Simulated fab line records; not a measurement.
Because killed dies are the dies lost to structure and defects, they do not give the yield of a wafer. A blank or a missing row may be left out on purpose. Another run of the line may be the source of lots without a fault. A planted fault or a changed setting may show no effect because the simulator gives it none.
Shared-tool check ; flow berkeleyCmos170 ; 15 lots and 54 wafers in the sample

REASON IT WAS OPENED
UCB170_V2_THK_MEAS_01, reading V2_TEOS_THK: flagged on 3 of 15 lots. Fault-free wafers read 1992 nm, with a standard deviation of 25.
Rule: a lot is flagged in two cases, either no wafer of it has a number, or all its wafers with numbers fall more than 4 standard deviations from that mean. As for the other lots, they are considered sound.

lot;measured;on;V2_TEOS_THK (nm), wafer by wafer;flag
L761;day 9 00:18;filmMetro-04;1965 1975 2014;
L760;day 9 05:42;filmMetro-04;2005 2010 1978;
L762;day 10 01:17;filmMetro-02;1956 1956 1974;
L763;day 10 01:38;filmMetro-04;2018 2008 2019;
L764;day 10 02:15;filmMetro-04;1958 2002 1997;
L767;day 11 00:13;filmMetro-02;2014 2024 2012;
L765;day 11 03:19;filmMetro-04;1956 1993 1990;
L766;day 11 03:52;filmMetro-04;1992 2004 2022;
L771;day 11 14:44;filmMetro-04;1994 1976 1995;
L769;day 11 16:10;filmMetro-02;1986 2008 2007;
L772;day 11 16:18;filmMetro-04;4015 3972 4080 4014 3970 4078;FLAGGED
L775;day 11 23:43;filmMetro-02;4002 3976 4099 4002 3976 4096;FLAGGED
L777;day 12 05:04;filmMetro-02;1981 1976 2035;
L780;day 13 02:13;filmMetro-04;1937 1974 1971;
L782;day 13 07:00;filmMetro-04;3927 3982 4017 3926 3982 4017;FLAGGED
The numbers of the flagged lots are 4007 nm on average: +2015 nm against the usual, or +81 standard deviations.

WHICH TOOL RAN EACH LOT
The record holds 1 process step before the reading, out of a route of 331 steps. Each cell gives the tool, then ch followed by the chambers the sampled wafers passed through, then the start.
lot;flag;UCB170_V2_CVD_00
L761;;pecvd-03 ch 0,2, day 9 00:08
L760;;pecvd-04 ch 0,1, day 9 05:32
L762;;pecvd-03 ch 0,1,2, day 10 01:07
L763;;pecvd-02 ch 0,1, day 10 01:29
L764;;pecvd-04 ch 0,2, day 10 02:05
L767;;pecvd-04 ch 0,1,2, day 11 00:03
L765;;pecvd-04 ch 0,1,2, day 11 03:09
L766;;pecvd-04 ch 0,1,2, day 11 03:42
L771;;pecvd-03 ch 0,1,2, day 11 14:35
L769;;pecvd-04 ch 0,1,2, day 11 15:59
L772;FLAGGED;pecvd-04 ch 0,2, day 11 15:39
L775;FLAGGED;pecvd-04 ch 0,1,2, day 11 23:12
L777;;pecvd-02 ch 0,1,2, day 12 04:53
L780;;pecvd-03 ch 1,2, day 13 02:02
L782;FLAGGED;pecvd-04 ch 1,2, day 13 06:28
What these steps do:
- UCB170_V2_CVD_00: deposits SiO2 from TEOS/O2, target thk 2000 nm, time 250 s.
- UCB170_V2_THK_MEAS_01

FLAGGED OVER TOTAL, TOOL BY TOOL (the gauges that took the reading come last)
step;tool;lots run;flagged;share of the flagged lots;sound lots run after its first flagged lot
UCB170_V2_CVD_00;pecvd-02;2;0;none;-
UCB170_V2_CVD_00;pecvd-03;4;0;none;-
UCB170_V2_CVD_00;pecvd-04;9;3;all;1 (L769)
UCB170_V2_THK_MEAS_01;filmMetro-02;5;1;some;1 (L777)
UCB170_V2_THK_MEAS_01;filmMetro-04;10;2;some;1 (L780)

THE TABLE: WHAT IT ALLOWS
In the table, 1 row covers all flagged lots: pecvd-04 at UCB170_V2_CVD_00.
- pecvd-04 at UCB170_V2_CVD_00 ran 9 lots, 3 of them flagged. Sound lots ran on it after the first flagged one (L769), which a lasting fault on the whole tool wouldn't allow.
There is no row in the table that ran each flagged lot and no sound lot after the first.

WHAT THE SIMULATOR HAD INSERTED
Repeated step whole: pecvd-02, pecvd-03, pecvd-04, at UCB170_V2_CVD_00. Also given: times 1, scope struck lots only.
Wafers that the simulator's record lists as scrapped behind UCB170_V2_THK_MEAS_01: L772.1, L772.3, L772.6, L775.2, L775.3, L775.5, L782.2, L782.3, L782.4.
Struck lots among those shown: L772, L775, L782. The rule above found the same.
